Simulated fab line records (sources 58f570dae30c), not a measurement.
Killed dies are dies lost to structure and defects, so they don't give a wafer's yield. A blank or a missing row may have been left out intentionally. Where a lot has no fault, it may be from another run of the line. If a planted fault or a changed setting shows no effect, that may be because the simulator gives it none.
fab line records :: flow berkeley_cmos170
record
  lots=6
  wafers=18
  last_day=12
route steps=331 shown M1@253 V1@254
lots that met no fault: from a run of the same line without faults
start_h: the number of hours between the record's first day and the start of the first shown wafer of the lot :: wait_h: hours since the lot's step before :: " identical to the entry in the row above :: L1.1+2: several wafers, shown together as one row :: - value missing, or start not given :: * or withheld: withheld :: < > ~ a bound
route shown NAME@n: a module of which the file shows steps, and the number in the route of the first :: usual: the fault-free wafers' mean and standard deviation :: same: alike in all rows :: chamber/n: place in a boat :: sites: each site's reading :: _std_site: standard deviation across them :: _edge_site: the outer-site mean with the inner-site mean subtracted :: radius_mm: for every site, how far away it sits from the centre of the wafer :: mask NAME#n: copy n :: behind: the last tool/chamber to shape the wafer :: hold: why the lot went on hold/how many hours it stayed there/how the hold came to an end :: device: whichever transistor did not switch (one of n, p or np) :: end of line: tests run on the same wafers once the route is complete :: a step given without rows: its recipe and nothing more :: killed: the dies lost at the first sort to structure and to defects; this is not the yield of the wafer :: map: shows each die of a wafer: x if killed, . if not, _ if none is there
set.NAME: the setting that was run; set.NAME@STEP: the one run at that earlier step :: model.NAME: the simulator's own value behind a step, which no gauge read
a table for each step, a row for each wafer; lots at some steps of the route
services: the hour from which a tool's chamber was out of use, counted from the record's first day as start_h (under 0 if before that day), plus the number of hours and why
## steps
# step UCB170_M1_ANNEAL_14
# recipe
  temp_c=400
  time_s=1200
  ambient=forming_gas
# step UCB170_V1_CVD_00
# recipe
  material=SiO2
  target_thk_nm=2000
  temp_c=390
  precursor=TEOS/O2
  time_s=250
  rf_w=550
  pressure_mtorr=9000
# usual
  heater_power_w=283/50
lot.wafer: L498.2
tool: pecvd-02
chamber: 2
start_h: 173.41
wait_h: 0.0
heater_power_w: 330

lot.wafer: L498.4
tool: pecvd-02
chamber: 2
start_h: 173.41
wait_h: 0.0
heater_power_w: 256

lot.wafer: L498.6
tool: pecvd-02
chamber: 1
start_h: 173.41
wait_h: 0.0
heater_power_w: 351

lot.wafer: L499.2
tool: pecvd-04
chamber: 0
start_h: 173.41
wait_h: 0.0
heater_power_w: 270

lot.wafer: L499.3
tool: pecvd-04
chamber: 2
start_h: 173.41
wait_h: 0.0
heater_power_w: 266

lot.wafer: L499.6
tool: pecvd-04
chamber: 1
start_h: 173.41
wait_h: 0.0
heater_power_w: 243

lot.wafer: L502.1
tool: pecvd-02
chamber: 1
start_h: 193.86
wait_h: 0.0
heater_power_w: 294

lot.wafer: L502.2
tool: pecvd-02
chamber: 0
start_h: 193.86
wait_h: 0.0
heater_power_w: 245

lot.wafer: L502.5
tool: pecvd-02
chamber: 1
start_h: 193.86
wait_h: 0.0
heater_power_w: 359

lot.wafer: L506.1
tool: pecvd-01
chamber: 0
start_h: 203.86
wait_h: 0.2
heater_power_w: 334

lot.wafer: L506.2
tool: pecvd-01
chamber: 1
start_h: 203.86
wait_h: 0.2
heater_power_w: 287

lot.wafer: L506.5
tool: pecvd-01
chamber: 2
start_h: 203.86
wait_h: 0.2
heater_power_w: 190

lot.wafer: L516.1
tool: pecvd-02
chamber: 2
start_h: 276.88
wait_h: 0.0
heater_power_w: 356

lot.wafer: L516.2
tool: pecvd-02
chamber: 0
start_h: 276.88
wait_h: 0.0
heater_power_w: 266

lot.wafer: L516.3
tool: pecvd-02
chamber: 1
start_h: 276.88
wait_h: 0.0
heater_power_w: 298

lot.wafer: L517.1
tool: pecvd-01
chamber: 2
start_h: 276.88
wait_h: 0.0
heater_power_w: 201

lot.wafer: L517.4
tool: pecvd-01
chamber: 0
start_h: 276.88
wait_h: 0.0
heater_power_w: 270

lot.wafer: L517.6
tool: pecvd-01
chamber: 1
start_h: 276.88
wait_h: 0.0
heater_power_w: 212
# step UCB170_V1_THK_MEAS_01
# recipe
  reads=SiO2_of_V1_CVD_00
# usual
  V1_TEOS_THK=2008/24
lot.wafer: L498.2
tool: film_metro-01
chamber: -
start_h: 173.57
wait_h: 0.1
V1_TEOS_THK[nm]: 1964

lot.wafer: L498.4
tool: film_metro-01
chamber: -
start_h: 173.57
wait_h: 0.1
V1_TEOS_THK[nm]: 2048

lot.wafer: L498.6
tool: film_metro-01
chamber: -
start_h: 173.57
wait_h: 0.1
V1_TEOS_THK[nm]: 2036

lot.wafer: L499.2
tool: film_metro-01
chamber: -
start_h: 173.63
wait_h: 0.1
V1_TEOS_THK[nm]: 2015

lot.wafer: L499.3
tool: film_metro-01
chamber: -
start_h: 173.63
wait_h: 0.1
V1_TEOS_THK[nm]: 2015

lot.wafer: L499.6
tool: film_metro-01
chamber: -
start_h: 173.63
wait_h: 0.1
V1_TEOS_THK[nm]: 2028

lot.wafer: L502.1
tool: film_metro-02
chamber: -
start_h: 194.01
wait_h: 0.1
V1_TEOS_THK[nm]: 1999

lot.wafer: L502.2
tool: film_metro-02
chamber: -
start_h: 194.01
wait_h: 0.1
V1_TEOS_THK[nm]: 1974

lot.wafer: L502.5
tool: film_metro-02
chamber: -
start_h: 194.01
wait_h: 0.1
V1_TEOS_THK[nm]: 2023

lot.wafer: L506.1
tool: film_metro-04
chamber: -
start_h: 204.01
wait_h: 0.1
V1_TEOS_THK[nm]: 2003

lot.wafer: L506.2
tool: film_metro-04
chamber: -
start_h: 204.01
wait_h: 0.1
V1_TEOS_THK[nm]: 1977

lot.wafer: L506.5
tool: film_metro-04
chamber: -
start_h: 204.01
wait_h: 0.1
V1_TEOS_THK[nm]: 2025

lot.wafer: L516.1
tool: film_metro-04
chamber: -
start_h: 277.04
wait_h: 0.1
V1_TEOS_THK[nm]: 1994

lot.wafer: L516.2
tool: film_metro-04
chamber: -
start_h: 277.04
wait_h: 0.1
V1_TEOS_THK[nm]: 1992

lot.wafer: L516.3
tool: film_metro-04
chamber: -
start_h: 277.04
wait_h: 0.1
V1_TEOS_THK[nm]: 2000

lot.wafer: L517.1
tool: film_metro-01
chamber: -
start_h: 277.04
wait_h: 0.1
V1_TEOS_THK[nm]: 2008

lot.wafer: L517.4
tool: film_metro-01
chamber: -
start_h: 277.04
wait_h: 0.1
V1_TEOS_THK[nm]: 2009

lot.wafer: L517.6
tool: film_metro-01
chamber: -
start_h: 277.04
wait_h: 0.1
V1_TEOS_THK[nm]: 2029
# step UCB170_V1_CMP_02
# recipe
  material=SiO2
  down_force_psi=6
  platen_rpm=60
  pad_velocity_m_s=0.75398
# usual
  head_pressure_psi=5.999/0.014
  motor_current_A=15.2/0.97
lot.wafer: L498.2
tool: cmp-01
chamber: 1
start_h: 173.67
wait_h: 0.1
head_pressure_psi: 6.016
motor_current_A: 14.6

lot.wafer: L498.4
tool: cmp-01
chamber: 3
start_h: 173.67
wait_h: 0.1
head_pressure_psi: 5.990
motor_current_A: 15.1

lot.wafer: L498.6
tool: cmp-01
chamber: 0
start_h: 173.67
wait_h: 0.1
head_pressure_psi: 6.010
motor_current_A: 15.3

lot.wafer: L499.3
tool: cmp-02
chamber: 2
start_h: 173.68
wait_h: 0.0
head_pressure_psi: 6.019
motor_current_A: 16.0

lot.wafer: L499.2
tool: cmp-02
chamber: 3
start_h: 173.68
wait_h: 0.0
head_pressure_psi: 5.999
motor_current_A: 16.3

lot.wafer: L499.6
tool: cmp-02
chamber: 2
start_h: 173.68
wait_h: 0.0
head_pressure_psi: 6.008
motor_current_A: 15.5

lot.wafer: L502.1
tool: cmp-02
chamber: 2
start_h: 194.07
wait_h: 0.1
head_pressure_psi: 6.013
motor_current_A: 15.3

lot.wafer: L502.2
tool: cmp-02
chamber: 1
start_h: 194.07
wait_h: 0.1
head_pressure_psi: 5.996
motor_current_A: 15.7

lot.wafer: L502.5
tool: cmp-02
chamber: 3
start_h: 194.07
wait_h: 0.1
head_pressure_psi: 5.975
motor_current_A: 17.0

lot.wafer: L506.2
tool: cmp-01
chamber: 3
start_h: 204.22
wait_h: 0.2
head_pressure_psi: 6.007
motor_current_A: 14.1

lot.wafer: L506.1
tool: cmp-01
chamber: 2
start_h: 204.22
wait_h: 0.2
head_pressure_psi: 6.005
motor_current_A: 15.4

lot.wafer: L506.5
tool: cmp-01
chamber: 3
start_h: 204.22
wait_h: 0.2
head_pressure_psi: 5.988
motor_current_A: 15.2

lot.wafer: L516.1
tool: cmp-02
chamber: 2
start_h: 277.15
wait_h: 0.1
head_pressure_psi: 5.997
motor_current_A: 15.7

lot.wafer: L516.2
tool: cmp-02
chamber: 3
start_h: 277.15
wait_h: 0.1
head_pressure_psi: 5.996
motor_current_A: 18.5

lot.wafer: L516.3
tool: cmp-02
chamber: 0
start_h: 277.15
wait_h: 0.1
head_pressure_psi: 5.974
motor_current_A: 15.7

lot.wafer: L517.4
tool: cmp-02
chamber: 3
start_h: 277.40
wait_h: 0.3
head_pressure_psi: 5.979
motor_current_A: 17.4

lot.wafer: L517.1
tool: cmp-02
chamber: 0
start_h: 277.40
wait_h: 0.3
head_pressure_psi: 5.997
motor_current_A: 15.8

lot.wafer: L517.6
tool: cmp-02
chamber: 3
start_h: 277.40
wait_h: 0.3
head_pressure_psi: 6.006
motor_current_A: 15.1
# step UCB170_V1_BOW_MEAS_03
# recipe
  mode=bow
# usual
  V1_BOW=19/6.7
lot.wafer: L498.2
tool: film_metro-04
chamber: -
start_h: 173.94
wait_h: 0.2
V1_BOW[um]: 24

lot.wafer: L498.4
tool: film_metro-04
chamber: -
start_h: 173.94
wait_h: 0.2
V1_BOW[um]: 22

lot.wafer: L498.6
tool: film_metro-04
chamber: -
start_h: 173.94
wait_h: 0.2
V1_BOW[um]: 20

lot.wafer: L499.2
tool: film_metro-01
chamber: -
start_h: 174.00
wait_h: 0.2
V1_BOW[um]: 23

lot.wafer: L499.3
tool: film_metro-01
chamber: -
start_h: 174.00
wait_h: 0.2
V1_BOW[um]: 20

lot.wafer: L499.6
tool: film_metro-01
chamber: -
start_h: 174.00
wait_h: 0.2
V1_BOW[um]: 23

lot.wafer: L502.1
tool: film_metro-04
chamber: -
start_h: 194.37
wait_h: 0.2
V1_BOW[um]: 14

lot.wafer: L502.2
tool: film_metro-04
chamber: -
start_h: 194.37
wait_h: 0.2
V1_BOW[um]: 14

lot.wafer: L502.5
tool: film_metro-04
chamber: -
start_h: 194.37
wait_h: 0.2
V1_BOW[um]: 19

lot.wafer: L506.1
tool: film_metro-02
chamber: -
start_h: 204.52
wait_h: 0.1
V1_BOW[um]: 19

lot.wafer: L506.2
tool: film_metro-02
chamber: -
start_h: 204.52
wait_h: 0.1
V1_BOW[um]: 24

lot.wafer: L506.5
tool: film_metro-02
chamber: -
start_h: 204.52
wait_h: 0.1
V1_BOW[um]: 11

lot.wafer: L516.1
tool: film_metro-02
chamber: -
start_h: 277.40
wait_h: 0.2
V1_BOW[um]: 21

lot.wafer: L516.2
tool: film_metro-02
chamber: -
start_h: 277.40
wait_h: 0.2
V1_BOW[um]: 12

lot.wafer: L516.3
tool: film_metro-02
chamber: -
start_h: 277.40
wait_h: 0.2
V1_BOW[um]: 20

lot.wafer: L517.1
tool: film_metro-04
chamber: -
start_h: 277.70
wait_h: 0.2
V1_BOW[um]: 15

lot.wafer: L517.4
tool: film_metro-04
chamber: -
start_h: 277.70
wait_h: 0.2
V1_BOW[um]: 25

lot.wafer: L517.6
tool: film_metro-04
chamber: -
start_h: 277.70
wait_h: 0.2
V1_BOW[um]: 10
# step UCB170_V1_THK_MEAS_04
# recipe
  reads=SiO2_of_V1_CVD_00
# usual
  V1_POLISHED_THK=1000.0/1
lot.wafer: L498.2
tool: film_metro-04
chamber: -
start_h: 174.05
wait_h: 0.1
V1_POLISHED_THK[nm]: 999.4

lot.wafer: L498.4
tool: film_metro-04
chamber: -
start_h: 174.05
wait_h: 0.1
V1_POLISHED_THK[nm]: 1000.5

lot.wafer: L498.6
tool: film_metro-04
chamber: -
start_h: 174.05
wait_h: 0.1
V1_POLISHED_THK[nm]: 1000.6

lot.wafer: L499.2
tool: film_metro-01
chamber: -
start_h: 174.11
wait_h: 0.1
V1_POLISHED_THK[nm]: 999.4

lot.wafer: L499.3
tool: film_metro-01
chamber: -
start_h: 174.11
wait_h: 0.1
V1_POLISHED_THK[nm]: 999.1

lot.wafer: L499.6
tool: film_metro-01
chamber: -
start_h: 174.11
wait_h: 0.1
V1_POLISHED_THK[nm]: 1000.1

lot.wafer: L502.1
tool: film_metro-04
chamber: -
start_h: 194.49
wait_h: 0.1
V1_POLISHED_THK[nm]: 998.2

lot.wafer: L502.2
tool: film_metro-04
chamber: -
start_h: 194.49
wait_h: 0.1
V1_POLISHED_THK[nm]: 1001.0

lot.wafer: L502.5
tool: film_metro-04
chamber: -
start_h: 194.49
wait_h: 0.1
V1_POLISHED_THK[nm]: 999.2

lot.wafer: L506.1
tool: film_metro-02
chamber: -
start_h: 204.64
wait_h: 0.1
V1_POLISHED_THK[nm]: 999.7

lot.wafer: L506.2
tool: film_metro-02
chamber: -
start_h: 204.64
wait_h: 0.1
V1_POLISHED_THK[nm]: 1000.2

lot.wafer: L506.5
tool: film_metro-02
chamber: -
start_h: 204.64
wait_h: 0.1
V1_POLISHED_THK[nm]: 1000.5

lot.wafer: L516.1
tool: film_metro-02
chamber: -
start_h: 277.52
wait_h: 0.1
V1_POLISHED_THK[nm]: 1000.7

lot.wafer: L516.2
tool: film_metro-02
chamber: -
start_h: 277.52
wait_h: 0.1
V1_POLISHED_THK[nm]: 1002.4

lot.wafer: L516.3
tool: film_metro-02
chamber: -
start_h: 277.52
wait_h: 0.1
V1_POLISHED_THK[nm]: 1001.7

lot.wafer: L517.1
tool: film_metro-04
chamber: -
start_h: 277.82
wait_h: 0.1
V1_POLISHED_THK[nm]: 1000.8

lot.wafer: L517.4
tool: film_metro-04
chamber: -
start_h: 277.82
wait_h: 0.1
V1_POLISHED_THK[nm]: 1000.6

lot.wafer: L517.6
tool: film_metro-04
chamber: -
start_h: 277.82
wait_h: 0.1
V1_POLISHED_THK[nm]: 1001.8
# step UCB170_V1_CLEAN_05
# recipe
  chemistry=DIW
# step UCB170_V1_HMDS_06
# recipe
  prime_time_s=60
  prime_temp_c=100
# step UCB170_V1_COAT_07
# recipe
  resist=KrF
  spin_rpm=1500
  resist_thk_nm=900
# step UCB170_V1_SOFTBAKE_08
# recipe
  resist=KrF
  temp_c=130
  time_s=60
# step UCB170_V1_EXPOSE_09
# recipe
  mask_id=VIA1
  target_cd_nm=700
  na=0.5
  sigma_outer=0.6
  source_shape=conventional
  dose_mj=37
# step UCB170_V1_PEB_10
# recipe
  peb_temp_c=130
  peb_time_s=withheld
  resist=KrF
# step UCB170_V1_DEVELOP_11
# recipe
  developer=TMAH
  develop_time_s=45
  resist=KrF
  dev_temp_c=21
# usual
  chill_plate_temp_C=23.00/0.094
  develop_time_s=45/0
  resist_line_temp_C=23.03/0.1
lot.wafer: L498.2
tool: litho_track-03
chamber: -
start_h: 175
wait_h: -
chill_plate_temp_C: -
develop_time_s: -
resist_line_temp_C: -
model.KrF_of_V1_COAT_07.thk_nm: 900.5

lot.wafer: L498.4
tool: litho_track-03
chamber: -
start_h: 175
wait_h: -
chill_plate_temp_C: -
develop_time_s: -
resist_line_temp_C: -
model.KrF_of_V1_COAT_07.thk_nm: 896.6

lot.wafer: L498.6
tool: litho_track-03
chamber: -
start_h: 175
wait_h: -
chill_plate_temp_C: -
develop_time_s: -
resist_line_temp_C: -
model.KrF_of_V1_COAT_07.thk_nm: 898.8

lot.wafer: L499.2
tool: litho_track-04
chamber: -
start_h: 175
wait_h: -
chill_plate_temp_C: -
develop_time_s: -
resist_line_temp_C: -
model.KrF_of_V1_COAT_07.thk_nm: 898.7

lot.wafer: L499.3
tool: litho_track-04
chamber: -
start_h: 175
wait_h: -
chill_plate_temp_C: -
develop_time_s: -
resist_line_temp_C: -
model.KrF_of_V1_COAT_07.thk_nm: 899.9

lot.wafer: L499.6
tool: litho_track-04
chamber: -
start_h: 175
wait_h: -
chill_plate_temp_C: -
develop_time_s: -
resist_line_temp_C: -
model.KrF_of_V1_COAT_07.thk_nm: 897.9

lot.wafer: L502.1
tool: litho_track-04
chamber: 0
start_h: 195
wait_h: -
chill_plate_temp_C: 22.81
develop_time_s: 45
resist_line_temp_C: 23.12
model.KrF_of_V1_COAT_07.thk_nm: 883.7

lot.wafer: L502.2
tool: litho_track-04
chamber: 0
start_h: 195
wait_h: -
chill_plate_temp_C: 22.81
develop_time_s: 45
resist_line_temp_C: 22.95
model.KrF_of_V1_COAT_07.thk_nm: 884.5

lot.wafer: L502.5
tool: litho_track-04
chamber: 0
start_h: 196
wait_h: -
chill_plate_temp_C: 22.87
develop_time_s: 45
resist_line_temp_C: 23.12
model.KrF_of_V1_COAT_07.thk_nm: 886

lot.wafer: L506.1
tool: litho_track-01
chamber: 0
start_h: 205
wait_h: -
chill_plate_temp_C: 22.83
develop_time_s: 45
resist_line_temp_C: 23.04
model.KrF_of_V1_COAT_07.thk_nm: 888.5

lot.wafer: L506.2
tool: litho_track-01
chamber: 0
start_h: 205
wait_h: -
chill_plate_temp_C: 23.02
develop_time_s: 45
resist_line_temp_C: 23.03
model.KrF_of_V1_COAT_07.thk_nm: 889.8

lot.wafer: L506.5
tool: litho_track-01
chamber: 0
start_h: 205
wait_h: -
chill_plate_temp_C: 22.92
develop_time_s: 45
resist_line_temp_C: 22.98
model.KrF_of_V1_COAT_07.thk_nm: 886.7

lot.wafer: L516.1
tool: litho_track-04
chamber: 0
start_h: 278
wait_h: -
chill_plate_temp_C: 23.13
develop_time_s: 45
resist_line_temp_C: 23.17
model.KrF_of_V1_COAT_07.thk_nm: 882.2

lot.wafer: L516.2
tool: litho_track-04
chamber: 0
start_h: 278
wait_h: -
chill_plate_temp_C: 23.24
develop_time_s: 45
resist_line_temp_C: 22.98
model.KrF_of_V1_COAT_07.thk_nm: 882.5

lot.wafer: L516.3
tool: litho_track-04
chamber: 0
start_h: 278
wait_h: -
chill_plate_temp_C: 23.00
develop_time_s: 45
resist_line_temp_C: 23.13
model.KrF_of_V1_COAT_07.thk_nm: 885.2

lot.wafer: L517.1
tool: litho_track-01
chamber: 0
start_h: 279
wait_h: -
chill_plate_temp_C: 22.93
develop_time_s: 45
resist_line_temp_C: 22.99
model.KrF_of_V1_COAT_07.thk_nm: 884.7

lot.wafer: L517.4
tool: litho_track-01
chamber: 0
start_h: 279
wait_h: -
chill_plate_temp_C: 22.99
develop_time_s: 45
resist_line_temp_C: 23.10
model.KrF_of_V1_COAT_07.thk_nm: 885.1

lot.wafer: L517.6
tool: litho_track-01
chamber: 0
start_h: 279
wait_h: -
chill_plate_temp_C: 22.99
develop_time_s: 45
resist_line_temp_C: 22.99
model.KrF_of_V1_COAT_07.thk_nm: 886.1
# step UCB170_V1_CD_MEAS_12
# recipe
  target_cd_nm=700
# usual
  cd_nm=699.3/1.3
lot.wafer: L498.2
tool: cd_sem-02
chamber: -
start_h: 175.16
wait_h: -
cd_nm: -

lot.wafer: L498.4
tool: cd_sem-02
chamber: -
start_h: 175.16
wait_h: -
cd_nm: -

lot.wafer: L498.6
tool: cd_sem-02
chamber: -
start_h: 175.16
wait_h: -
cd_nm: -

lot.wafer: L499.2
tool: cd_sem-02
chamber: -
start_h: 175.82
wait_h: -
cd_nm: -

lot.wafer: L499.3
tool: cd_sem-02
chamber: -
start_h: 175.82
wait_h: -
cd_nm: -

lot.wafer: L499.6
tool: cd_sem-02
chamber: -
start_h: 175.82
wait_h: -
cd_nm: -

lot.wafer: L502.1
tool: cd_sem-02
chamber: -
start_h: 196.08
wait_h: -
cd_nm: 697.0

lot.wafer: L502.2
tool: cd_sem-02
chamber: -
start_h: 196.08
wait_h: -
cd_nm: 697.7

lot.wafer: L502.5
tool: cd_sem-02
chamber: -
start_h: 196.08
wait_h: -
cd_nm: 696.9

lot.wafer: L506.1
tool: cd_sem-02
chamber: -
start_h: 205.90
wait_h: -
cd_nm: 698.7

lot.wafer: L506.2
tool: cd_sem-02
chamber: -
start_h: 205.90
wait_h: -
cd_nm: 699.6

lot.wafer: L506.5
tool: cd_sem-02
chamber: -
start_h: 205.90
wait_h: -
cd_nm: 699.4

lot.wafer: L516.1
tool: cd_sem-02
chamber: -
start_h: 278.96
wait_h: -
cd_nm: 700.4

lot.wafer: L516.2
tool: cd_sem-02
chamber: -
start_h: 278.96
wait_h: -
cd_nm: 699.6

lot.wafer: L516.3
tool: cd_sem-02
chamber: -
start_h: 278.96
wait_h: -
cd_nm: 699.4

lot.wafer: L517.1
tool: cd_sem-01
chamber: -
start_h: 279.53
wait_h: -
cd_nm: 697.8

lot.wafer: L517.4
tool: cd_sem-01
chamber: -
start_h: 279.53
wait_h: -
cd_nm: 696.5

lot.wafer: L517.6
tool: cd_sem-01
chamber: -
start_h: 279.53
wait_h: -
cd_nm: 697.3
## services
tool: cmp-02
chamber: -
start_h: 149.50
hours: 0.3
kind: repair

tool: cmp-02
chamber: -
start_h: 155.08
hours: 4.5
kind: repair

tool: pecvd-02
chamber: -
start_h: 174.37
hours: 6.0
kind: pm

tool: pecvd-04
chamber: -
start_h: 180.97
hours: 28.1
kind: pm

tool: pecvd-01
chamber: -
start_h: 182.49
hours: 0.4
kind: repair

tool: pecvd-01
chamber: -
start_h: 187.23
hours: 6.0
kind: pm

tool: pecvd-04
chamber: -
start_h: 221.39
hours: 5.2
kind: repair

tool: cmp-01
chamber: -
start_h: 225.30
hours: 0.2
kind: repair

tool: cmp-02
chamber: -
start_h: 232.00
hours: 4.0
kind: pm

tool: cmp-02
chamber: -
start_h: 236.00
hours: -
kind: consumable_replace:conditioner

tool: cmp-02
chamber: -
start_h: 236.00
hours: -
kind: consumable_replace:pad

tool: pecvd-01
chamber: -
start_h: 242.50
hours: 14.0
kind: pm

tool: pecvd-01
chamber: 0
start_h: 242.50
hours: 14.0
kind: vent_cycle

tool: pecvd-01
chamber: 1
start_h: 242.50
hours: 14.0
kind: vent_cycle

tool: pecvd-01
chamber: 2
start_h: 242.50
hours: 17.0
kind: vent_cycle

tool: pecvd-01
chamber: 0
start_h: 246.11
hours: 5.7
kind: repair

tool: pecvd-01
chamber: 2
start_h: 251.33
hours: 8.2
kind: repair

tool: pecvd-04
chamber: 0
start_h: 252.69
hours: 3.8
kind: repair

tool: pecvd-01
chamber: 0
start_h: 256.50
hours: -
kind: clean

tool: pecvd-01
chamber: 1
start_h: 256.50
hours: -
kind: clean

tool: pecvd-01
chamber: 2
start_h: 256.50
hours: -
kind: clean

tool: pecvd-01
chamber: 0
start_h: 268.11
hours: 4.7
kind: repair
## key
first_sign
  step=UCB170_V1_DEVELOP_11
  reading=tool_record
  direction=missing
effect none on later readings
model_effect
  step=UCB170_V1_DEVELOP_11
  value=KrF_of_V1_COAT_07.thk_nm
  without=884.5
  struck=898.7
met_at UCB170_V1_DEVELOP_11
struck_wafers L498.2,L498.4,L498.6,L499.2,L499.3,L499.6
later_rows_left_out L498.2,L498.4,L498.6,L499.2,L499.3,L499.6
sort_left_out L498.2,L498.4,L498.6,L499.2,L499.3,L499.6
fault
  kind=skipped_step_whole
  tool=litho_track-03,litho_track-04
  chamber=-
  onset_h=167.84
  steps=UCB170_V1_DEVELOP_11
  scope=struck_lots_only
# sort_left_out: the simulated sort isn't trusted on such a fault, so these wafers' sort isn't shown, and their yield isn't known
# later_rows_left_out: the simulator's readings of these wafers behind a module that went badly wrong aren't trusted and aren't shown, but for the sort
